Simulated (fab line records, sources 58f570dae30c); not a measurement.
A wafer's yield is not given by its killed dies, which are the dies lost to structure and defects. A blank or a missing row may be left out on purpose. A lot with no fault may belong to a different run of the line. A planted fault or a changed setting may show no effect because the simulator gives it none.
fab line records | flow berkeley_cmos170
record: lots: 14 wafers: 42 last_day: 11
route steps=331 shown GATE@139 NLDD@164 SPACER@171 SDANNEAL@205
lots untouched by any fault: they come from a run of this same line in which no faults occurred
start_h: the number of hours between the record's first day and the start of the first shown wafer of the lot | wait_h: hours from the lot's prior step to this one | " same as the row above | L1.1+2: a row that stands for several wafers | - no value present, or no start provided | * or withheld: withheld | < > ~ a bound
route shown NAME@n: names a module that has steps shown in the file, with the first one's number in the route | usual: mean and standard deviation over wafers with no fault | same: alike in all rows | chamber/n: place in a boat | sites: per-site readings | _std_site: standard deviation across them | _edge_site: the outer-site mean with the inner-site mean subtracted | radius_mm: how far each site lies from the wafer's centre | mask NAME#n: copy n | behind: the most recent tool/chamber to have shaped the wafer | hold: what put the lot on hold/how long, in hours/how the hold closed | device: the n, p or np transistor that did not switch | end of line: at the end of the route, the tests of the same wafers | for a step that has no rows: nothing shown but its recipe | killed: the dies lost at the first sort to structure and to defects; this is not the yield of the wafer | map: shows each die of a wafer: x if killed, . if not, _ if none is there
set.NAME: the run value of the setting; set.NAME@STEP: its run value at that earlier step | model.NAME: the simulator's own value behind a step, which no gauge read
a sample of lots followed through the steps of the route, with each step as a table and each wafer as a row
services: when a tool's chamber went out of use (start_h, in hours from the record's first day, below 0 if earlier), for how many hours, and the reason
== steps ==
step: UCB170_GATE_OVL_MEAS_13
usual: GATE_OVL: 1/4.9
columns lot.wafer tool chamber start_h wait_h GATE_OVL[nm]
L135.1 overlay-01 - 131.17 0.1 1
L135.3 " - " " -1
L135.5 " - " " -3
L134.1 overlay-02 - 131.41 0.1 9
L134.4 " - " " 8
L134.6 " - " " 12
L136.2 overlay-01 - 137.49 0.1 -3
L136.5 " - " " 0
L136.6 " - " " -1
L139.3 overlay-02 - 150.47 0.1 -10
L139.4 " - " " -10
L139.6 " - " " -6
L140.1 overlay-02 - 157.93 0.1 9
L140.3 " - " " 13
L140.5 " - " " 1
L141.1 overlay-01 - 171.14 0.1 0
L141.5 " - " " 1
L141.6 " - " " -5
L142.3 overlay-01 - 179.26 0.1 5
L142.4 " - " " 5
L142.6 " - " " 4
L144.2 overlay-01 - 188.79 0.1 -4
L144.3 " - " " -9
L144.6 " - " " -5
L146.1 overlay-02 - 189.03 0.1 1
L146.4 " - " " 0
L146.5 " - " " -1
L148.1 overlay-01 - 204.49 0.1 3
L148.4 " - " " 3
L148.5 " - " " 5
L153.1 overlay-02 - 221.37 0.1 5
L153.2 " - " " 0
L153.4 " - " " -1
L152.1 overlay-01 - 221.65 0.1 4
L152.3 " - " " 6
L152.6 " - " " 3
L154.2 overlay-01 - 221.77 0.1 -1
L154.3 " - " " -1
L154.5 " - " " 4
L155.1 overlay-01 - 227.98 0.1 5
L155.2 " - " " -1
L155.6 " - " " 8
step: UCB170_NLDD_CD_MEAS_06
recipe: target_cd_nm: 1200
usual: cd_nm: 1200.1/1.4
columns lot.wafer tool chamber start_h wait_h cd_nm
L134.1 cd_sem-01 - 137.80 - 1198.8
L134.4 " - " " 1199.7
L134.6 " - " " 1198.8
L135.1 cd_sem-01 - 138.04 - 1200.7
L135.3 " - " " 1199.5
L135.5 " - " " 1199.9
L136.2 cd_sem-01 - 140.64 - 1201.3
L136.5 " - " " 1199.4
L136.6 " - " " 1200.0
L139.3 cd_sem-02 - 155.67 - 1201.4
L139.4 " - " " 1199.7
L139.6 " - " " 1200.9
L140.1 cd_sem-02 - 161.05 - 1198.3
L140.3 " - " " 1197.8
L140.5 " - " " 1197.7
L141.1 cd_sem-01 - 174.84 - 1203.5
L141.5 " - " " 1202.9
L141.6 " - " " 1201.4
L142.3 cd_sem-01 - 182.54 - 1199.5
L142.4 " - " " 1198.3
L142.6 " - " " 1201.1
L144.2 cd_sem-01 - 193.90 - 1199.7
L144.3 " - " " 1200.7
L144.6 " - " " 1200.2
L146.1 cd_sem-02 - 193.97 - 1200.7
L146.4 " - " " 1199.5
L146.5 " - " " 1200.1
L148.1 cd_sem-01 - 209.88 - 1201.0
L148.4 " - " " 1199.3
L148.5 " - " " 1200.4
L153.1 cd_sem-01 - 226.53 - 1198.9
L153.2 " - " " 1196.7
L153.4 " - " " 1199.0
L152.1 cd_sem-01 - 226.97 - 1200.2
L152.3 " - " " 1199.8
L152.6 " - " " 1199.8
L154.2 cd_sem-02 - 227.10 - 1198.1
L154.3 " - " " 1199.2
L154.5 " - " " 1198.7
L155.1 cd_sem-02 - 232.35 - 1200.7
L155.2 " - " " 1200.8
L155.6 " - " " 1201.0
step: UCB170_SPACER_CVD_00
recipe: material: SiO2 target_thk_nm: 376 temp_c: 390 precursor: TEOS/O2 time_s: 47 rf_w: 550 pressure_mtorr: 9000
usual: heater_power_w: 274/50 susceptor_temp_C: 389.99/0.23
columns lot.wafer tool chamber start_h wait_h heater_power_w since_wet_clean_h susceptor_temp_C
L134.1 pecvd-02 2 138.60 0.0 285 324 389.57
L134.4 " 0 " " 351 - 389.98
L134.6 " 1 " " 220 - 390.09
L135.1 pecvd-01 2 138.83 0.0 310 217 390.23
L135.3 " 1 " " 349 217 389.68
L135.5 " 1 " " 356 - 389.96
L136.2 pecvd-01 2 141.51 0.0 263 220 390.07
L136.5 " 1 " " 305 - 390.00
L136.6 " 2 " " 275 - 389.82
L139.3 pecvd-02 2 156.42 0.0 258 342 390.18
L139.4 " 1 " " 266 - 389.76
L139.6 " 2 " " 262 - 389.90
L140.1 pecvd-03 0 161.84 0.0 304 12 390.61
L140.3 " 2 " " 295 12 389.89
L140.5 " 2 " " 303 - 389.84
L141.1 pecvd-02 1 175.64 0.0 245 361 389.70
L141.5 " 1 " " 260 - 389.98
L141.6 " 2 " " 241 - 390.37
L142.3 pecvd-03 1 183.29 0.0 216 34 389.80
L142.4 " 0 " " 234 - 389.87
L142.6 " 1 " " 236 - 390.25
L144.2 pecvd-01 1 194.69 0.0 373 273 389.85
L144.3 " 2 " " 237 273 390.31
L144.6 " 2 " " 249 - 390.28
L146.1 pecvd-03 0 195.07 0.0 316 46 390.05
L146.4 " 0 " " 318 - 389.95
L146.5 " 2 " " 320 - 389.97
L148.1 pecvd-03 0 210.67 0.0 321 61 389.60
L148.4 " 2 " " 264 - 389.90
L148.5 " 0 " " 319 - 389.48
L153.1 pecvd-02 1 227.34 0.0 197 413 389.90
L153.2 " 2 " " 231 413 390.45
L153.4 " 0 " " 315 - 389.73
L152.1 pecvd-01 1 227.80 0.0 332 306 390.09
L152.3 " 2 " " 311 306 389.78
L152.6 " 1 " " 351 - 390.07
L154.2 pecvd-02 0 228.00 0.0 358 414 390.10
L154.3 " 2 " " 263 414 390.07
L154.5 " 1 " " 194 - 390.26
L155.1 pecvd-02 0 233.16 0.0 279 419 390.27
L155.2 " 2 " " 256 419 390.43
L155.6 " 1 " " 195 - 389.71
step: UCB170_SPACER_THK_MEAS_01
recipe: reads: SiO2_of_SPACER_CVD_00
usual: SPACER_TEOS_THK: 378/5.2
columns lot.wafer tool chamber start_h wait_h SPACER_TEOS_THK[nm]
L134.1 film_metro-03 - 138.64 0.0 375
L134.4 " - " " 384
L134.6 " - " " 375
L135.1 film_metro-03 - 138.88 0.0 374
L135.3 " - " " 373
L135.5 " - " " 384
L136.2 film_metro-01 - 141.57 0.0 375
L136.5 " - " " 386
L136.6 " - " " 384
L139.3 film_metro-01 - 156.48 0.0 373
L139.4 " - " " 378
L139.6 " - " " 375
L140.1 film_metro-01 - 161.88 0.0 370
L140.3 " - " " 380
L140.5 " - " " 381
L141.1 film_metro-03 - 175.68 0.0 372
L141.5 " - " " 381
L141.6 " - " " 384
L142.3 film_metro-03 - 183.35 0.0 374
L142.4 " - " " 378
L142.6 " - " " 375
L144.2 film_metro-04 - 194.74 0.0 377
L144.3 " - " " 374
L144.6 " - " " 375
L146.1 film_metro-01 - 195.11 0.0 604
L146.4 " - " " 615
L146.5 " - " " 620
L148.1 film_metro-03 - 210.71 0.0 607
L148.4 " - " " 621
L148.5 " - " " 615
L153.1 film_metro-01 - 227.38 0.0 374
L153.2 " - " " 376
L153.4 " - " " 386
L152.1 film_metro-04 - 227.85 0.0 375
L152.3 " - " " 370
L152.6 " - " " 378
L154.2 film_metro-03 - 228.05 0.0 378
L154.3 " - " " 375
L154.5 " - " " 380
L155.1 film_metro-01 - 233.20 0.0 380
L155.2 " - " " 381
L155.6 " - " " 380
step: UCB170_SPACER_ETCHBACK_03
recipe: stop_on: Si target: SiO2 chemistry: CHF3/CF4/Ar CHF3_flow_sccm: 50 cf4_flow_sccm: 10 Ar_flow_sccm: 120 pressure_mtorr: 200 rf_w: 500 target_depth_a: 3760 time_s: 100
usual: drypump_motor_current_A: 5.8/0.53 oes_product_au: 0.905/0.014 throttle_valve_pct: 6.51/0.13
columns lot.wafer tool chamber start_h wait_h drypump_motor_current_A oes_product_au rf_hours_counter_h throttle_valve_pct
L134.1 rie_diel-03 0 145.08 0.0 5.9 0.886 16 6.57
L134.4 " 2 " " 6.5 0.937 128 6.63
L134.6 " 1 " " 5.9 0.890 - 6.59
L135.1 rie_diel-02 0 145.08 0.0 6.1 0.892 89 6.45
L135.3 " 1 " " 4.7 0.922 129 6.62
L135.5 " 2 " " 5.2 0.934 - 6.36
L136.2 rie_diel-03 3 145.15 0.1 6.6 0.902 91 6.40
L136.5 " 2 " " 6.6 0.935 - 6.63
L136.6 " 1 " " 6.0 0.908 - 6.60
L139.3 rie_diel-03 1 160.58 0.0 6.0 0.894 19 6.59
L139.4 " 2 " " 6.5 0.927 129 6.65
L139.6 " 3 " " 6.6 0.899 - 6.39
L140.1 rie_diel-02 0 167.93 0.0 6.1 0.883 90 6.46
L140.3 " 3 " " 6.2 0.909 110 6.69
L140.5 " 2 " " 5.2 0.936 - 6.37
L141.1 rie_diel-04 2 181.01 0.0 5.4 0.893 51 6.25
L141.5 " 2 " " 5.4 0.914 - 6.25
L141.6 " 3 " " 5.2 0.909 - 6.38
L142.3 rie_diel-04 1 186.21 0.0 5.9 0.888 14 6.54
L142.4 " 3 " " 5.2 0.896 16 6.39
L142.6 " 2 " " 5.4 0.900 - 6.24
L144.2 rie_diel-04 0 197.50 0.0 5.6 0.894 53 6.63
L144.3 " 3 " " 5.2 0.887 16 6.37
L144.6 " 3 " " 5.2 0.901 - 6.39
L146.1 rie_diel-02 0 197.50 0.0 6.1 0.996 91 6.46
L146.4 " 1 " " 4.7 1.010 131 6.62
L146.5 " 0 " " 6.1 0.991 - 6.47
L148.1 rie_diel-02 1 212.80 0.0 4.7 1.007 132 6.64
L148.4 " 3 " " 6.2 0.993 112 6.68
L148.5 " 2 " " 5.2 1.014 - 6.38
L152.1 rie_diel-03 3 231.93 0.0 6.7 0.902 96 6.38
L152.3 " 1 " " 5.9 0.882 22 6.58
L152.6 " 2 " " 6.5 0.919 - 6.64
L153.1 rie_diel-04 1 231.93 0.0 5.9 0.905 16 6.53
L153.2 " 3 " " 5.2 0.901 17 6.39
L153.4 " 2 " " 5.4 0.910 52 6.24
L154.2 rie_diel-04 3 232.00 0.1 5.2 0.908 17 6.38
L154.3 " 0 " " 5.6 0.889 54 6.64
L154.5 " 0 " " 5.6 0.896 - 6.66
L155.1 rie_diel-03 1 236.44 0.0 6.0 0.903 22 6.59
L155.2 " 3 " " 6.7 0.905 96 6.38
L155.6 " 2 " " 6.5 0.928 - 6.64
step: UCB170_SDANNEAL_RTA_01
recipe: temp_c: 1050 time_s: 5 ambient: N2
usual: chamber_o2_ppm: 2.005/0.02 lamp_power_pct: 32.5/1.2 wafer_temp_C_max: 1054.1/1.1
columns lot.wafer tool chamber start_h wait_h chamber_o2_ppm lamp_power_pct wafer_temp_C_max
L134.1 rtp_anneal-02 0 149.62 0.1 2.039 31.6 1054.3
L134.4 " 0 " " 2.031 31.6 1054.0
L134.6 " 0 " " 2.044 31.6 1053.2
L135.1 rtp_anneal-02 0 152.38 0.1 2.005 31.6 1054.0
L135.3 " 0 " " 1.994 31.6 1052.3
L135.5 " 0 " " 2.004 31.6 1052.7
L136.2 rtp_anneal-01 0 152.39 0.1 2.038 34.2 1054.8
L136.5 " 0 " " 1.997 34.1 1055.8
L136.6 " 0 " " 2.008 34.1 1053.9
L139.3 rtp_anneal-01 0 164.97 0.1 2.009 34.1 1054.3
L139.4 " 0 " " 1.991 34.1 1054.8
L139.6 " 0 " " 2.006 34.1 1056.3
L140.1 rtp_anneal-01 0 172.99 0.1 1.988 34.1 1055.1
L140.3 " 0 " " 1.961 34.1 1054.1
L140.5 " 0 " " 2.006 34.1 1054.4
L141.1 rtp_anneal-02 0 185.76 0.1 2.043 31.6 1053.2
L141.5 " 0 " " 2.016 31.5 1054.5
L141.6 " 0 " " 2.032 31.6 1053.8
L142.3 rtp_anneal-01 0 193.11 0.1 2.030 34.1 1055.4
L142.4 " 0 " " 2.038 34.1 1057.5
L142.6 " 0 " " 2.046 34.1 1055.0
L144.2 rtp_anneal-02 0 201.63 0.1 2.004 31.5 1053.7
L144.3 " 0 " " 1.999 31.6 1053.7
L144.6 " 0 " " 2.010 31.6 1054.1
L153.1 rtp_anneal-02 0 237.63 0.1 1.988 31.6 1053.1
L153.2 " 0 " " 1.986 31.6 1054.1
L153.4 " 0 " " 1.985 31.5 1052.3
L154.2 rtp_anneal-01 0 237.91 0.1 2.020 34.2 1055.0
L154.3 " 0 " " 1.993 34.1 1054.3
L154.5 " 0 " " 2.016 34.2 1054.7
L152.1 rtp_anneal-02 0 238.08 0.1 2.020 31.6 1052.5
L152.3 " 0 " " 1.987 31.6 1053.5
L152.6 " 0 " " 2.004 31.6 1053.9
L155.1 rtp_anneal-01 0 241.95 0.1 2.018 34.1 1054.9
L155.2 " 0 " " 1.978 34.1 1054.8
L155.6 " 0 " " 2.012 34.1 1054.2
== services ==
columns tool chamber start_h hours kind
rie_diel-02 - 129.99 2.8 pm
rie_diel-04 - 132.30 0.5 repair
pecvd-03 - 135.50 14.0 pm
pecvd-03 0 135.50 14.0 vent_cycle
pecvd-03 1 135.50 14.0 vent_cycle
pecvd-03 2 135.50 14.0 vent_cycle
pecvd-03 0 149.50 - clean
pecvd-03 1 149.50 - clean
pecvd-03 2 149.50 - clean
rtp_anneal-01 - 185.50 6.9 pm
rie_diel-03 1 193.92 3.0 repair
rtp_anneal-01 - 199.45 33.4 pm
rie_diel-04 3 214.29 6.5 repair
pecvd-02 0 222.07 5.1 repair
rie_diel-02 - 223.26 1.9 repair
rie_diel-03 2 227.47 1.5 repair
rie_diel-02 1 231.91 2.4 repair
rie_diel-03 - 237.47 0.9 repair
== key ==
first_sign: step: UCB170_SPACER_THK_MEAS_01 reading: SPACER_TEOS_THK direction: up sigmas: 45 usual: 378 struck: 613
effect: step: UCB170_SPACER_ETCHBACK_03 reading: oes_product_au direction: up sigmas: 7.1 usual: 0.905 struck: 1.002
met_at UCB170_SPACER_CVD_00
struck_lots L146,L148
later_rows_left_out L146.1,L146.4,L146.5,L148.1,L148.4,L148.5
sort_left_out L146.1,L146.4,L146.5,L148.1,L148.4,L148.5
tester_left_out L146,L148
not_acting_at UCB170_GATE_OVL_MEAS_13,UCB170_NLDD_CD_MEAS_06,UCB170_SDANNEAL_RTA_01
onset_between 183.29 195.07
fault: kind: process_parameter_drift tool: pecvd-03 chamber: - onset_h: 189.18 steps: UCB170_SPACER_CVD_00 channel: target_thk_nm offset: 234.52 shape: step end_h: 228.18 acts_in: these_recipes_only stated: 376
tester_left_out: of these lots the tester's yield and bins aren't shown, on N5 and GAA mostly nor the transistor test; their killed dies are dies lost to structure and defects alone, not to doping, threshold or leakage, so they don't give the yield
sort_left_out: the simulated sort isn't trusted on such a fault, so these wafers' sort isn't shown, and their yield isn't known
later_rows_left_out: the simulator's readings of these wafers behind a module that went badly wrong aren't trusted and aren't shown, but for the sort
